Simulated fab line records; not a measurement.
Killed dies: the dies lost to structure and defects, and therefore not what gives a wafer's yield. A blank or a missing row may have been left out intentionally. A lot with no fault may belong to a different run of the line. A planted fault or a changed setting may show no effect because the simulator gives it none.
Matching of chambers + flow berkeley_cmos170 + UCB170_PWELL_ETCH_14 on rie_diel-01: 4 sister chambers
The step etches Si3N4 in CH3F/Ar/O2, stops on SiO2, target depth 242 nm, time 151 s. 8 wafers are shown with their chamber, then 7 later ones without.

## WAFERS PAIRED WITH THEIR CHAMBERS
| wafer  | chamber | drypump_motor_current_A (A) | throttle_valve_pct (%) |
|--------|---------|-----------------------------|------------------------|
| L462.5 | 2       | 5.2                         | 8.07                   |
| L466.3 | 3       | 6.0                         | 8.15                   |
| L469.4 | 0       | 5.7                         | 8.00                   |
| L469.6 | 3       | 6.0                         | 8.15                   |
| L473.4 | 2       | 5.1                         | 8.05                   |
| L473.6 | 1       | 5.2                         | 8.01                   |
| L475.1 | 0       | 5.7                         | 7.99                   |
| L475.4 | 1       | 5.2                         | 8.01                   |

## WAFERS WHOSE CHAMBER IS MISSING
| wafer  | drypump_motor_current_A (A) | throttle_valve_pct (%) |
|--------|-----------------------------|------------------------|
| L475.5 | 5.2                         | 8.05                   |
| L477.2 | 6.0                         | 8.12                   |
| L477.4 | 5.2                         | 8.07                   |
| L477.6 | 5.2                         | 8.03                   |
| L479.1 | 5.2                         | 8.02                   |
| L479.2 | 5.2                         | 8.04                   |
| L479.4 | 6.0                         | 8.12                   |

## WHICH CHAMBER EACH ONE RAN IN
| wafer  | from the rows above     | in truth |
|--------|-------------------------|----------|
| L475.5 | 2                       | 2        |
| L477.2 | 3                       | 3        |
| L477.4 | 2                       | 2        |
| L477.6 | can't be placed: 1 or 2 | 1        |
| L479.1 | 1                       | 1        |
| L479.2 | can't be placed: 2 or 1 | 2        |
| L479.4 | 3                       | 3        |
5 of 7 placed correctly. Not placeable from these rows: 2 (in 2, the candidates include the true chamber). Wrongly placed: 0.
How it was worked out, from the rows above alone: a wafer's distance from a chamber is the root of the sum, over the readings, of the square of ((its reading less the chamber's mean) divided by the reading's scatter). If the next closest chamber is less than 2 further off than the closest, the wafer can't be placed; otherwise it belongs to the closest. A chamber's mean is the mean of its shown wafers. The scatter is the square root of a quotient: the sum, over the shown wafers, of each reading's squared deviation from its chamber's mean, divided by wafers minus chambers.
